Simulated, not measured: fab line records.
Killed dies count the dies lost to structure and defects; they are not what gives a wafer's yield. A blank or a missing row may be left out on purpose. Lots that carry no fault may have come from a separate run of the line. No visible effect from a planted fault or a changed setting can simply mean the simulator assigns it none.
fab line records + flow rit_cmos
record
- lots=15
- wafers=45
- last_day=8
route steps=202 shown PRETRO@72 PLDD@124 CONTACT@177 M1@202
lots with no fault: from the same line, run without faults
start_h: hours from the record's first day to the start of the lot's first wafer shown + wait_h: hours since the lot's step before + " identical to the entry in the row above + L1.1+2: a single row standing in for several wafers + - no value present, or no start provided + * or withheld: withheld + < > ~ a bound
route shown NAME@n: NAME is a module with steps in the file, n the number in the route of the first one + usual: mean/standard deviation of fault-free wafers + same: alike in all rows + chamber/n: place in a boat + sites: per-site readings + _std_site: the values' standard deviation + _edge_site: outer sites' mean less inner sites' + radius_mm: how far each site lies from the wafer's centre + mask NAME#n: copy n + behind: the last tool/chamber to shape the wafer + hold: the reason the lot was held/the length of the hold in hours/how it ended + device: names the non-switching transistor (n, p or np) + end of line: tests of these same wafers at the route's end + a step given without rows: its recipe and nothing more + killed: dies lost to structure and defects at the first sort, not the wafer's yield + map: shows each die of a wafer: x if killed, . if not, _ if none is there
set.NAME: the setting that was run; set.NAME@STEP: the one run at that earlier step + model.NAME: the simulator's own value behind a step, which no gauge read
a sample of lots followed through the steps of the route, with each step as a table and each wafer as a row
services: from which hour (start_h, from the record's first day; less than 0 if before it) a tool's chamber was out of use, for how many hours, and why
## steps
# step RIT_PRETRO_IMPLANT_08
# recipe
- species=B
- energy_kev=45
- dose_cm2=1.2e+13
- tilt_deg=7
# usual
- beam_energy_keV=44.999/0.014
| lot.wafer | tool         | chamber | start_h | wait_h | beam_energy_keV |
|-----------|--------------|---------|---------|--------|-----------------|
| L718.1    | implanter-04 | 0       | 47.90   | 0.2    | 45.018          |
| L718.2    | "            | 0       | "       | "      | 45.010          |
| L718.5    | "            | 0       | "       | "      | 44.997          |
| L719.3    | implanter-01 | 0       | 52.15   | 0.2    | 45.010          |
| L719.4    | "            | 0       | "       | "      | 45.000          |
| L719.6    | "            | 0       | "       | "      | 45.006          |
| L720.2    | implanter-01 | 0       | 56.44   | 0.2    | 45.003          |
| L720.5    | "            | 0       | "       | "      | 45.011          |
| L720.6    | "            | 0       | "       | "      | 44.994          |
| L721.3    | implanter-01 | 0       | 63.29   | 0.2    | 45.016          |
| L721.5    | "            | 0       | "       | "      | 45.015          |
| L721.6    | "            | 0       | "       | "      | 45.032          |
| L722.1    | implanter-04 | 0       | 68.15   | 0.2    | 45.002          |
| L722.2    | "            | 0       | "       | "      | 45.002          |
| L722.6    | "            | 0       | "       | "      | 44.998          |
| L723.1    | implanter-04 | 0       | 71.58   | 0.2    | 45.011          |
| L723.3    | "            | 0       | "       | "      | 44.995          |
| L723.5    | "            | 0       | "       | "      | 44.982          |
| L724.2    | implanter-01 | 0       | 76.46   | 0.2    | 45.002          |
| L724.4    | "            | 0       | "       | "      | 44.990          |
| L724.5    | "            | 0       | "       | "      | 44.993          |
| L725.3    | implanter-04 | 0       | 81.92   | 0.2    | 45.008          |
| L725.5    | "            | 0       | "       | "      | 44.976          |
| L725.6    | "            | 0       | "       | "      | 44.999          |
| L726.1    | implanter-04 | 0       | 90.77   | 0.2    | 54.899          |
| L726.3    | "            | 0       | "       | "      | 54.914          |
| L726.4    | "            | 0       | "       | "      | 54.909          |
| L727.2    | implanter-02 | 0       | 97.61   | 0.2    | 44.996          |
| L727.3    | "            | 0       | "       | "      | 45.021          |
| L727.4    | "            | 0       | "       | "      | 45.026          |
| L728.1    | implanter-04 | 0       | 101.97  | 0.2    | 54.917          |
| L728.3    | "            | 0       | "       | "      | 54.924          |
| L728.5    | "            | 0       | "       | "      | 54.913          |
| L729.1    | implanter-04 | 0       | 109.69  | 0.2    | 54.890          |
| L729.3    | "            | 0       | "       | "      | 54.919          |
| L729.6    | "            | 0       | "       | "      | 54.878          |
| L735.2    | implanter-02 | 0       | 143.13  | 0.2    | 45.020          |
| L735.4    | "            | 0       | "       | "      | 45.016          |
| L735.5    | "            | 0       | "       | "      | 44.993          |
| L736.1    | implanter-01 | 0       | 143.43  | 0.2    | 44.981          |
| L736.5    | "            | 0       | "       | "      | 44.998          |
| L736.6    | "            | 0       | "       | "      | 44.977          |
| L739.3    | implanter-02 | 0       | 151.86  | 0.2    | 44.992          |
| L739.4    | "            | 0       | "       | "      | 45.018          |
| L739.6    | "            | 0       | "       | "      | 45.018          |
# step RIT_PRETRO_TW_MEAS_10
# usual
- PRETRO_TW=478.8/2.6
| lot.wafer | tool          | chamber | start_h | wait_h | PRETRO_TW |
|-----------|---------------|---------|---------|--------|-----------|
| L718.1    | film_metro-04 | -       | 48.22   | 0.1    | 478.4     |
| L718.2    | "             | -       | "       | "      | 476.7     |
| L718.5    | "             | -       | "       | "      | 479.4     |
| L719.3    | film_metro-02 | -       | 52.44   | 0.1    | 475.2     |
| L719.4    | "             | -       | "       | "      | 475.8     |
| L719.6    | "             | -       | "       | "      | 479.0     |
| L720.2    | film_metro-03 | -       | 56.75   | 0.1    | 482.1     |
| L720.5    | "             | -       | "       | "      | 480.4     |
| L720.6    | "             | -       | "       | "      | 474.5     |
| L721.3    | film_metro-02 | -       | 63.58   | 0.1    | 474.2     |
| L721.5    | "             | -       | "       | "      | 478.2     |
| L721.6    | "             | -       | "       | "      | 477.8     |
| L722.1    | film_metro-02 | -       | 68.47   | 0.1    | 475.5     |
| L722.2    | "             | -       | "       | "      | 476.6     |
| L722.6    | "             | -       | "       | "      | 473.9     |
| L723.1    | film_metro-03 | -       | 71.91   | 0.1    | 482.7     |
| L723.3    | "             | -       | "       | "      | 483.7     |
| L723.5    | "             | -       | "       | "      | 481.7     |
| L724.2    | film_metro-03 | -       | 76.77   | 0.1    | 481.0     |
| L724.4    | "             | -       | "       | "      | 482.9     |
| L724.5    | "             | -       | "       | "      | 480.8     |
| L725.3    | film_metro-02 | -       | 82.22   | 0.1    | 475.3     |
| L725.5    | "             | -       | "       | "      | 474.9     |
| L725.6    | "             | -       | "       | "      | 480.6     |
| L726.1    | film_metro-03 | -       | 91.09   | 0.1    | 494.2     |
| L726.3    | "             | -       | "       | "      | 491.4     |
| L726.4    | "             | -       | "       | "      | 497.4     |
| L727.2    | film_metro-02 | -       | 97.92   | 0.1    | 475.1     |
| L727.3    | "             | -       | "       | "      | 474.7     |
| L727.4    | "             | -       | "       | "      | 475.5     |
| L728.1    | film_metro-03 | -       | 102.30  | 0.1    | 493.8     |
| L728.3    | "             | -       | "       | "      | 496.0     |
| L728.5    | "             | -       | "       | "      | 491.3     |
| L729.1    | film_metro-04 | -       | 110.01  | 0.1    | 496.4     |
| L729.3    | "             | -       | "       | "      | 495.6     |
| L729.6    | "             | -       | "       | "      | 491.1     |
| L735.2    | film_metro-02 | -       | 143.44  | 0.1    | 479.4     |
| L735.4    | "             | -       | "       | "      | 478.9     |
| L735.5    | "             | -       | "       | "      | 477.7     |
| L736.1    | film_metro-03 | -       | 143.76  | 0.1    | 479.5     |
| L736.5    | "             | -       | "       | "      | 476.8     |
| L736.6    | "             | -       | "       | "      | 478.3     |
| L739.3    | film_metro-04 | -       | 152.15  | 0.1    | 481.1     |
| L739.4    | "             | -       | "       | "      | 477.2     |
| L739.6    | "             | -       | "       | "      | 479.5     |
# step RIT_PLDD_TW_MEAS_10
# usual
- PLDD_TW=2360/13
| lot.wafer | tool          | chamber | start_h | wait_h | PLDD_TW |
|-----------|---------------|---------|---------|--------|---------|
| L718.1    | film_metro-04 | -       | 64.03   | 0.1    | 2353    |
| L718.2    | "             | -       | "       | "      | 2345    |
| L718.5    | "             | -       | "       | "      | 2354    |
| L719.3    | film_metro-04 | -       | 66.57   | 0.1    | 2352    |
| L719.4    | "             | -       | "       | "      | 2362    |
| L719.6    | "             | -       | "       | "      | 2358    |
| L720.2    | film_metro-04 | -       | 73.45   | 0.1    | 2375    |
| L720.5    | "             | -       | "       | "      | 2369    |
| L720.6    | "             | -       | "       | "      | 2371    |
| L721.3    | film_metro-04 | -       | 84.10   | 0.1    | 2368    |
| L721.5    | "             | -       | "       | "      | 2367    |
| L721.6    | "             | -       | "       | "      | 2378    |
| L722.1    | film_metro-04 | -       | 92.15   | 0.1    | 2375    |
| L722.2    | "             | -       | "       | "      | 2368    |
| L722.6    | "             | -       | "       | "      | 2389    |
| L723.1    | film_metro-02 | -       | 92.39   | 0.1    | 2352    |
| L723.3    | "             | -       | "       | "      | 2355    |
| L723.5    | "             | -       | "       | "      | 2350    |
| L724.2    | film_metro-04 | -       | 97.12   | 0.1    | 2369    |
| L724.4    | "             | -       | "       | "      | 2366    |
| L724.5    | "             | -       | "       | "      | 2360    |
| L725.3    | film_metro-02 | -       | 104.23  | 0.1    | 2331    |
| L725.5    | "             | -       | "       | "      | 2346    |
| L725.6    | "             | -       | "       | "      | 2341    |
| L726.1    | film_metro-02 | -       | 115.75  | 0.1    | 2343    |
| L726.3    | "             | -       | "       | "      | 2358    |
| L726.4    | "             | -       | "       | "      | 2353    |
| L727.2    | film_metro-04 | -       | 121.72  | 0.1    | 2367    |
| L727.3    | "             | -       | "       | "      | 2382    |
| L727.4    | "             | -       | "       | "      | 2386    |
| L728.1    | film_metro-01 | -       | 128.17  | 0.1    | 2361    |
| L728.3    | "             | -       | "       | "      | 2352    |
| L728.5    | "             | -       | "       | "      | 2368    |
| L729.1    | film_metro-04 | -       | 137.22  | 0.1    | 2375    |
| L729.3    | "             | -       | "       | "      | 2371    |
| L729.6    | "             | -       | "       | "      | 2368    |
| L736.1    | film_metro-02 | -       | 160.61  | 0.1    | 2347    |
| L736.5    | "             | -       | "       | "      | 2342    |
| L736.6    | "             | -       | "       | "      | 2336    |
| L735.2    | film_metro-04 | -       | 163.34  | 0.1    | 2356    |
| L735.4    | "             | -       | "       | "      | 2359    |
| L735.5    | "             | -       | "       | "      | 2364    |
| L739.3    | film_metro-02 | -       | 166.94  | 0.1    | 2354    |
| L739.4    | "             | -       | "       | "      | 2334    |
| L739.6    | "             | -       | "       | "      | 2350    |
# step RIT_CONTACT_OVL_MEAS_09
# usual
- CONTACT_OVL=1.2/1.6
| lot.wafer | tool       | chamber | start_h | wait_h | CONTACT_OVL[nm] |
|-----------|------------|---------|---------|--------|-----------------|
| L718.1    | overlay-01 | -       | 72.45   | 0.1    | 1.4             |
| L718.2    | "          | -       | "       | "      | 1.3             |
| L718.5    | "          | -       | "       | "      | 0.2             |
| L719.3    | overlay-02 | -       | 75.10   | 0.1    | 3.5             |
| L719.4    | "          | -       | "       | "      | 1.8             |
| L719.6    | "          | -       | "       | "      | 4.4             |
| L720.2    | overlay-01 | -       | 81.75   | 0.1    | 1.2             |
| L720.5    | "          | -       | "       | "      | 0.0             |
| L720.6    | "          | -       | "       | "      | -1.1            |
| L721.3    | overlay-01 | -       | 92.51   | 0.1    | 0.9             |
| L721.5    | "          | -       | "       | "      | -0.3            |
| L721.6    | "          | -       | "       | "      | 1.5             |
| L722.1    | overlay-01 | -       | 100.49  | 0.1    | 2.4             |
| L722.2    | "          | -       | "       | "      | 2.2             |
| L722.6    | "          | -       | "       | "      | 2.9             |
| L723.1    | overlay-01 | -       | 100.74  | 0.1    | -1.1            |
| L723.3    | "          | -       | "       | "      | -1.3            |
| L723.5    | "          | -       | "       | "      | -0.9            |
| L724.2    | overlay-02 | -       | 105.32  | 0.1    | 2.5             |
| L724.4    | "          | -       | "       | "      | 2.4             |
| L724.5    | "          | -       | "       | "      | 1.9             |
| L725.3    | overlay-01 | -       | 112.63  | 0.1    | 3.5             |
| L725.5    | "          | -       | "       | "      | 0.3             |
| L725.6    | "          | -       | "       | "      | 4.1             |
| L726.1    | overlay-02 | -       | 124.08  | 0.1    | 0.8             |
| L726.3    | "          | -       | "       | "      | 1.1             |
| L726.4    | "          | -       | "       | "      | 1.4             |
| L727.2    | overlay-02 | -       | 129.97  | 0.1    | 0.7             |
| L727.3    | "          | -       | "       | "      | 0.9             |
| L727.4    | "          | -       | "       | "      | 0.7             |
| L728.1    | overlay-02 | -       | 136.41  | 0.1    | 3.1             |
| L728.3    | "          | -       | "       | "      | 1.1             |
| L728.5    | "          | -       | "       | "      | 3.9             |
| L729.1    | overlay-02 | -       | 145.82  | 0.1    | 2.8             |
| L729.3    | "          | -       | "       | "      | 1.5             |
| L729.6    | "          | -       | "       | "      | 4.2             |
| L736.1    | overlay-02 | -       | 169.57  | 0.1    | 0.6             |
| L736.5    | "          | -       | "       | "      | -0.9            |
| L736.6    | "          | -       | "       | "      | -1.3            |
| L735.2    | overlay-01 | -       | 172.25  | 0.1    | 0.5             |
| L735.4    | "          | -       | "       | "      | 1.2             |
| L735.5    | "          | -       | "       | "      | 0.5             |
| L739.3    | overlay-01 | -       | 176.81  | 0.1    | 1.6             |
| L739.4    | "          | -       | "       | "      | 0.6             |
| L739.6    | "          | -       | "       | "      | 0.0             |
# step RIT_CONTACT_CD_MEAS_90
# recipe
- target_cd_nm=1000
# usual
- cd_nm=1000.0/2.2
| lot.wafer | tool      | chamber | start_h | wait_h | cd_nm  |
|-----------|-----------|---------|---------|--------|--------|
| L718.1    | cd_sem-02 | -       | 73.01   | 0.1    | 1001.8 |
| L718.2    | "         | -       | "       | "      | 999.4  |
| L718.5    | "         | -       | "       | "      | 1002.5 |
| L719.3    | cd_sem-02 | -       | 75.78   | 0.1    | 998.5  |
| L719.4    | "         | -       | "       | "      | 1001.6 |
| L719.6    | "         | -       | "       | "      | 999.0  |
| L720.2    | cd_sem-02 | -       | 82.32   | 0.1    | 996.6  |
| L720.5    | "         | -       | "       | "      | 998.7  |
| L720.6    | "         | -       | "       | "      | 999.1  |
| L721.3    | cd_sem-02 | -       | 93.09   | 0.1    | 1002.3 |
| L721.5    | "         | -       | "       | "      | 1000.3 |
| L721.6    | "         | -       | "       | "      | 997.2  |
| L722.1    | cd_sem-02 | -       | 101.04  | 0.1    | 1000.5 |
| L722.2    | "         | -       | "       | "      | 1000.7 |
| L722.6    | "         | -       | "       | "      | 1000.0 |
| L723.1    | cd_sem-02 | -       | 101.29  | 0.1    | 1004.4 |
| L723.3    | "         | -       | "       | "      | 1004.7 |
| L723.5    | "         | -       | "       | "      | 1005.4 |
| L724.2    | cd_sem-02 | -       | 105.89  | 0.1    | 997.2  |
| L724.4    | "         | -       | "       | "      | 999.1  |
| L724.5    | "         | -       | "       | "      | 998.4  |
| L725.3    | cd_sem-02 | -       | 113.21  | 0.1    | 999.4  |
| L725.5    | "         | -       | "       | "      | 1001.2 |
| L725.6    | "         | -       | "       | "      | 999.8  |
| L726.1    | cd_sem-02 | -       | 124.63  | 0.1    | 999.8  |
| L726.3    | "         | -       | "       | "      | 999.7  |
| L726.4    | "         | -       | "       | "      | 1000.4 |
| L727.2    | cd_sem-02 | -       | 130.53  | 0.1    | 1002.0 |
| L727.3    | "         | -       | "       | "      | 999.3  |
| L727.4    | "         | -       | "       | "      | 1002.5 |
| L728.1    | cd_sem-01 | -       | 136.96  | 0.1    | 1002.9 |
| L728.3    | "         | -       | "       | "      | 1000.5 |
| L728.5    | "         | -       | "       | "      | 1000.2 |
| L729.1    | cd_sem-01 | -       | 146.38  | 0.1    | 1000.2 |
| L729.3    | "         | -       | "       | "      | 998.8  |
| L729.6    | "         | -       | "       | "      | 1000.6 |
| L736.1    | cd_sem-01 | -       | 170.22  | 0.1    | 999.1  |
| L736.5    | "         | -       | "       | "      | 1000.1 |
| L736.6    | "         | -       | "       | "      | 999.4  |
| L735.2    | cd_sem-02 | -       | 172.82  | 0.1    | 1004.4 |
| L735.4    | "         | -       | "       | "      | 1002.0 |
| L735.5    | "         | -       | "       | "      | 1003.6 |
| L739.3    | cd_sem-02 | -       | 177.40  | 0.1    | 1002.0 |
| L739.4    | "         | -       | "       | "      | 998.3  |
| L739.6    | "         | -       | "       | "      | 1001.6 |
# step RIT_M1_PROBE_99
# usual
- killed_at_contacts=0.1/0.28
- killed_at_front_end=7.1/2.8
- killed_dies=7.1/2.9
- killed_open=3.4/2
- killed_short=3.6/2.1
# same
- gross_dies=264
- killed_at_M0_to_M3=0
- killed_at_M4_up=0
- killed_at_back_side=0
- killed_at_other=0
| lot.wafer | tool      | chamber | start_h | wait_h | killed_at_contacts | killed_at_front_end | killed_dies | killed_open | killed_short |
|-----------|-----------|---------|---------|--------|--------------------|---------------------|-------------|-------------|--------------|
| L726.1    | prober-02 | -       | 129.46  | 0.1    | 0                  | 4                   | 4           | 2           | 2            |
| L726.3    | prober-02 | -       | 129.56  | 0.2    | 0                  | 3                   | 3           | 2           | 1            |
| L726.4    | prober-02 | -       | 129.61  | 0.2    | 0                  | 6                   | 6           | 4           | 2            |
| L728.1    | prober-02 | -       | 141.64  | 0.1    | 0                  | 6                   | 6           | 4           | 2            |
| L728.3    | prober-02 | -       | 141.74  | 0.2    | 0                  | 13                  | 13          | 6           | 7            |
| L728.5    | prober-02 | -       | 141.84  | 0.2    | 0                  | 8                   | 8           | 2           | 6            |
# killed by level:class
L726.1 GATE:geometric_particle:open=2 SPACER:geometric_particle:short=2
L726.3 GATE:geometric_particle:open=2 SPACER:geometric_particle:short=1
L726.4 GATE:geometric_particle:open=2 FOX2:geometric_particle:short=1 REOX:geometric_particle:open=1 SPACER:geometric_particle:open=1 SPACER:geometric_particle:short=1
L728.1 GATE:geometric_particle:open=3 FOX1:geometric_particle:short=2 SPACER:geometric_particle:open=1
L728.3 FOX1:geometric_particle:short=3 GATE:geometric_particle:open=3 GATE:geometric_particle:short=2 REOX:geometric_particle:open=2 FOX1:geometric_particle:open=1 REOX:geometric_particle:short=1 SILICIDE:geometric_particle:short=1
L728.5 FOX1:geometric_particle:short=4 REOX:geometric_particle:short=2 GATE:geometric_particle:open=1 SPACER:geometric_particle:open=1
## services
| tool         | chamber | start_h | hours | kind   |
|--------------|---------|---------|-------|--------|
| implanter-01 | -       | 42.78   | 3.2   | repair |
| implanter-01 | -       | 43.37   | 1.2   | repair |
| implanter-01 | -       | 48.48   | 2.5   | pm     |
| implanter-04 | -       | 51.77   | 1.9   | repair |
| implanter-02 | -       | 99.41   | 7.6   | pm     |
| implanter-01 | -       | 101.28  | 2.1   | repair |
| implanter-02 | -       | 111.60  | 8.0   | repair |
| implanter-04 | -       | 127.20  | 0.7   | repair |
| implanter-02 | -       | 131.51  | 1.8   | repair |
## key
first_sign
- step=RIT_PRETRO_IMPLANT_08
- reading=beam_energy_keV
- direction=up
- sigmas=99+
- usual=44.999
- struck=54.907
effect
- step=RIT_PRETRO_TW_MEAS_10
- reading=PRETRO_TW
- direction=up
- sigmas=5.9
- usual=478.8
- struck=494.1
met_at RIT_PRETRO_IMPLANT_08
struck_lots L726,L728,L729
tester_left_out L726,L728,L729
not_acting_at RIT_PLDD_TW_MEAS_10,RIT_CONTACT_OVL_MEAS_09,RIT_CONTACT_CD_MEAS_90
onset_between 81.92 90.77
fault
- kind=process_parameter_drift
- tool=implanter-04
- chamber=-
- onset_h=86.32
- steps=RIT_PRETRO_IMPLANT_08
- channel=energy_kev
- offset=9.9
- shape=step
- end_h=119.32
- acts_in=these_recipes_only
- stated=45
# tester_left_out: of these lots the tester's yield and bins aren't shown, on N5 and GAA mostly nor the transistor test; their killed dies are dies lost to structure and defects alone, not to doping, threshold or leakage, so they don't give the yield
